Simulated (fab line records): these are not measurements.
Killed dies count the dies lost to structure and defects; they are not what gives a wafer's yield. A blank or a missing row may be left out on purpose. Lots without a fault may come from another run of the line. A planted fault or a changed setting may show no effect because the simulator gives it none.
Split-lot experiment | flow rit-cmos | route with 202 steps; 5 lots, 23 wafers read

== ABOUT THE SPLIT ==
At RIT_NWELL_IMPLANT_08, the setting energy-kev was moved away from the recipe's 170 on 7 of the 23 wafers read, by -4.2% to +5.6%. The other wafers ran this setting at the recipe's value.

The reading is taken at the split's own step.

== THE READING ==
The simulator's own value implant.drp-nm, read by no gauge, in nm at RIT_NWELL_IMPLANT_08. No usual value for it is given in the file.

wafer  | tool, chamber at the split | energy-kev as run | against the recipe | implant.drp-nm, nm | against lot-mates on the recipe
L075.2 | implanter-04, 0            | 170               | recipe             | 68.82              | -
L075.3 | implanter-04, 0            | 170               | recipe             | 68.82              | -
L075.6 | implanter-04, 0            | 170               | recipe             | 68.82              | -
L075.4 | implanter-04, 0            | 179.6             | +5.6%              | 71.71              | +2.89
L075.5 | implanter-04, 0            | 179.6             | +5.6%              | 71.71              | +2.89
L076.1 | implanter-04, 0            | 170               | recipe             | 68.82              | -
L076.3 | implanter-04, 0            | 170               | recipe             | 68.82              | -
L076.4 | implanter-04, 0            | 170               | recipe             | 68.82              | -
L076.5 | implanter-04, 0            | 170               | recipe             | 68.82              | -
L076.6 | implanter-04, 0            | 170               | recipe             | 68.82              | -
L077.1 | implanter-02, 0            | 170               | recipe             | 68.82              | -
L077.6 | implanter-02, 0            | 170               | recipe             | 68.82              | -
L077.3 | implanter-02, 0            | 165.4             | -2.7%              | 67.45              | -1.37
L077.4 | implanter-02, 0            | 165.4             | -2.7%              | 67.45              | -1.37
L077.5 | implanter-02, 0            | 165.4             | -2.7%              | 67.45              | -1.37
L078.1 | implanter-02, 0            | 170               | recipe             | 68.82              | -
L078.2 | implanter-02, 0            | 170               | recipe             | 68.82              | -
L078.6 | implanter-02, 0            | 170               | recipe             | 68.82              | -
L078.3 | implanter-02, 0            | 162.9             | -4.2%              | 66.7               | -2.12
L078.4 | implanter-02, 0            | 162.9             | -4.2%              | 66.7               | -2.12
L079.4 | implanter-03, 0            | 170               | recipe             | 68.82              | -
L079.5 | implanter-03, 0            | 170               | recipe             | 68.82              | -
L079.6 | implanter-03, 0            | 170               | recipe             | 68.82              | -

THE FIT
A straight line over all 23 wafers: implant.drp-nm changes by +0.51 nm for each +1% of energy-kev; r = +1.00; the points scatter about the line by 0.0048 nm.
The same after taking each lot's own level away (the mean of its wafers on the recipe; 23 wafers): +0.51 nm for each +1%; r = +1.00; scatter 0.0048 nm.
Per that fit: largest energy-kev move, reading shift of 2.9 nm.
The lots' own levels span 68.820 to 68.820 nm.
So the lot-to-lot level changes the slope little: the two slopes agree.
Check: +2.88 nm against its lot-mates is what the line predicts for one of the wafers moved furthest among these (+5.6%) when that wafer is left out of the fit. It came out at +2.89 nm against them.

== OTHER SPLITS ON THESE WAFERS ==
Note: prior to the reading, these wafers also went through further splits. Each is held against what the fit with the lots' levels taken away leaves over:
other split on the same wafers     | wafers away from the commonest value | r with implant.drp-nm (lot level and that fit taken away)
RIT_ACTIVE_OXIDATION_01 ox-time-s  | 15                                   | +0.14
RIT_ACTIVE_COAT_06 resist-thk-nm   | 9                                    | -0.27
RIT_ACTIVE_STRIP_14 pressure-mtorr | 10                                   | -0.32
RIT_FOX2_WET_ETCH_03 time-s        | 15                                   | -0.26

== THE WHOLE CHAIN: every reading that the file lists as answering this split, in the file's order ==
step                 | what it does | reading                                                         | change (the file's fit)              | r (the file's)
RIT_NWELL_IMPLANT_08 |              | implant.rp-nm (the simulator's own value, which no gauge read)  | +2.19 nm for each +1% of the setting | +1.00
RIT_NWELL_IMPLANT_08 |              | implant.drp-nm (the simulator's own value, which no gauge read) | +0.51 nm for each +1% of the setting | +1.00

== FILE'S OWN FIT ==
implant.drp-nm changes by +0.51 nm for each +1% of energy-kev, r = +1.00.
